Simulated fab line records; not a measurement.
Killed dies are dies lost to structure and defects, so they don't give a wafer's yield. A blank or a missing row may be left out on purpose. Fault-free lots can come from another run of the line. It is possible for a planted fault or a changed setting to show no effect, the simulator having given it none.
Comparing a struck lot with a sound one + flow rit_cmos + 23 steps out of a route of 202
Sound: the wafers L763.3, L763.5, L763.6. Wafers struck: L776.1, L776.3, L776.6. The cause comes at the end.
Order at every step that has rows: each side's tool, ch and its chambers, its first start. Under that, the readings that differ: sound wafers + struck wafers + difference of the means + sigmas: that difference in standard deviations of wafers without a fault.
alike: a reading whose means differ by less than 2 such deviations, as well as words and numbers matching on both sides. not compared: withheld readings; readings where some wafer has no value; bounds like >300 that might hide an equal value; numbers whose values overlap and for which the record gives no deviation.
Wherever a step has rows on one side only, a row that says differs or no value, or a row with sigmas, the two part there. When numbers do not overlap yet have no deviation, they are printed without sigmas and do not part them. Lack of a reading on every wafer of one side parts them only where that side has two or more wafers.

RIT_SDANNEAL_RS_MEAS_06: a four-point-probe measurement.
  sound on film_metro-01 at day 3 10:57; struck on film_metro-01 at day 5 23:47
| reading          | sound             | struck            | difference | sigmas |
|------------------|-------------------|-------------------|------------|--------|
| PLDD_RS (ohm/sq) | 180.0 180.5 180.0 | 178.6 178.5 178.3 | -1.7       | -4     |
RIT_SDANNEAL_RS_MEAS_07: a four-point-probe measurement.
  sound on film_metro-01 at day 3 11:04; struck on film_metro-01 at day 5 23:54
| reading          | sound             | struck            | difference | sigmas |
|------------------|-------------------|-------------------|------------|--------|
| NLDD_RS (ohm/sq) | 154.5 154.6 154.2 | 153.0 152.6 153.2 | -1.5       | -3     |
then, 1 step without rows for these wafers: RIT_SILICIDE_WET_ETCH_00 (etches SiO2 in BOE, target depth 14 nm, time 15 s).
RIT_SILICIDE_SPUTTER_01: material Ti, target thk 30 nm, time 240 s.
  sound on pvd_sputter-03 at day 3 11:10; struck on pvd_sputter-04 at day 6 00:02
  alike: substrate_temp_c, throttle_valve_pct
RIT_SILICIDE_RS_MEAS_02: a four-point-probe measurement.
  sound on film_metro-03 at day 3 11:22; struck on film_metro-04 at day 6 00:11
| reading                 | sound          | struck         | difference | sigmas |
|-------------------------|----------------|----------------|------------|--------|
| SILICIDE_TI_RS (ohm/sq) | 47.5 47.3 47.1 | 49.1 48.6 48.9 | +1.6       | +2     |
RIT_SILICIDE_THK_MEAS_03: measures by xrf.
  sound on film_metro-03 at day 3 11:28; struck on film_metro-04 at day 6 00:19
| reading              | sound          | struck         | difference | sigmas |
|----------------------|----------------|----------------|------------|--------|
| SILICIDE_TI_THK (nm) | 30.8 30.9 30.9 | 29.8 29.9 29.9 | -1.0       | -2     |
RIT_SILICIDE_RTA_04: time 10 s, ramp up 5 s, ramp down 5 s.
  sound on rtp_anneal-02 ch 0, day 3 11:32; struck on rtp_anneal-02 ch 0, day 6 00:22
  alike: wafer_temp_C_max
then, 1 step without rows for these wafers: RIT_SILICIDE_WET_ETCH_05 (etches Ti in SPM, time 120 s).
RIT_SILICIDE_RTA_06: time 10 s, ramp up 5 s, ramp down 10 s.
  sound on rtp_anneal-01 ch 0, day 3 11:41; struck on rtp_anneal-01 ch 0, day 6 00:29
  alike: wafer_temp_C_max
RIT_CONTACT_CVD_00: deposits SiO2 from TEOS, target thk 400 nm, time 61 s.
  sound on pecvd-03 ch 0,1,2, day 3 11:43; struck on pecvd-01 ch 0,1, day 6 00:33
  alike: heater_power_w
RIT_CONTACT_THK_MEAS_01:
  sound on film_metro-01 at day 3 11:47; struck on film_metro-01 at day 6 00:36
  alike: CONTACT_TEOS_THK
then, 1 step without rows for these wafers: RIT_CONTACT_HMDS_02 (prime time 60 s).
RIT_CONTACT_COAT_03: resist thk 1000 nm.
  sound on litho_track-03 ch 0, day 3 12:02; struck on litho_track-04 ch 0, day 6 00:49
| reading                                      | sound          | struck         | difference | sigmas |
|----------------------------------------------|----------------|----------------|------------|--------|
| model.NOVOLAK_of_CONTACT_COAT_03.thk_nm (nm) | 995 1001 999.1 | 1093 1095 1097 | +97        |        |
then, 3 steps without rows for these wafers: RIT_CONTACT_SOFTBAKE_04 (time 60 s); RIT_CONTACT_EXPOSE_05 (exposes mask M11, target cd 1000 nm); RIT_CONTACT_PEB_06.
RIT_CONTACT_DEVELOP_07: develop time 120 s.
  sound on litho_track-03 ch 0; struck on litho_track-01 ch 0
| reading                  | sound             | struck            | difference | sigmas |
|--------------------------|-------------------|-------------------|------------|--------|
| model.CONTACT.cd_nm (nm) | 995.5 994.8 995.9 | 990.3 989.2 987.6 | -6.4       |        |
RIT_CONTACT_CD_MEAS_08: target cd 1000 nm.
  sound on cd_sem-01 at day 3 12:52; struck on cd_sem-01 at day 6 01:37
| reading    | sound             | struck            | difference | sigmas |
|------------|-------------------|-------------------|------------|--------|
| cd_nm (nm) | 995.9 994.4 996.1 | 990.4 989.2 987.4 | -6.5       | -2     |
RIT_CONTACT_OVL_MEAS_09:
  sound on overlay-02 at day 3 12:58; struck on overlay-01 at day 6 01:44
| reading          | sound       | struck         | difference | sigmas |
|------------------|-------------|----------------|------------|--------|
| CONTACT_OVL (nm) | 0.9 1.3 1.6 | -1.4 -2.2 -0.7 | -2.7       | -2     |
then, 1 step without rows for these wafers: RIT_CONTACT_HARDBAKE_10 (time 60 s).
RIT_CONTACT_ETCH_11: etches SiO2 in CHF3/CF4/Ar, stops on TiSi2, target depth 480 nm, time 320 s.
  sound on rie_diel-01 ch 1,2, day 3 13:08; struck on rie_diel-01 ch 0,1,3, day 6 01:56
| reading                                      | sound             | struck            | difference | sigmas |
|----------------------------------------------|-------------------|-------------------|------------|--------|
| model.NOVOLAK_of_CONTACT_COAT_03.thk_nm (nm) | 768.1 766.3 771.2 | 849.1 848.8 850.4 | +80.9      |        |
| model.CONTACT.cd_nm (nm)                     | 995.5 995 995.9   | 990.8 989.7 987.8 | -6.0       |        |
  alike: CHF3_flow_sccm, drypump_motor_current_A, oes_product_au, throttle_valve_pct
  not compared: rf_hours_counter_h
RIT_CONTACT_STRIP_12: strips in O2, time 180 s.
  sound on plasma_asher-01 ch 0,1, day 3 13:23; struck on plasma_asher-01 ch 0,1, day 6 02:07
  alike: drypump_motor_current_A
  not compared: rf_hours_counter_h
RIT_M1_PROBE_99:
  sound on prober-02 at day 3 18:17; struck on prober-01 at day 6 09:23
  alike: killed_at_M0_to_M3, killed_at_contacts, killed_at_front_end, killed_dies, killed_open, killed_short

== WHERE THEY PART ==
Last at RIT_CONTACT_OVL_MEAS_09 as far as this record goes, first at RIT_SDANNEAL_RS_MEAS_06. Later steps at which nothing parts them and some readings are alike: RIT_CONTACT_ETCH_11, RIT_CONTACT_STRIP_12, RIT_M1_PROBE_99.

WHY: the cause the simulator had injected
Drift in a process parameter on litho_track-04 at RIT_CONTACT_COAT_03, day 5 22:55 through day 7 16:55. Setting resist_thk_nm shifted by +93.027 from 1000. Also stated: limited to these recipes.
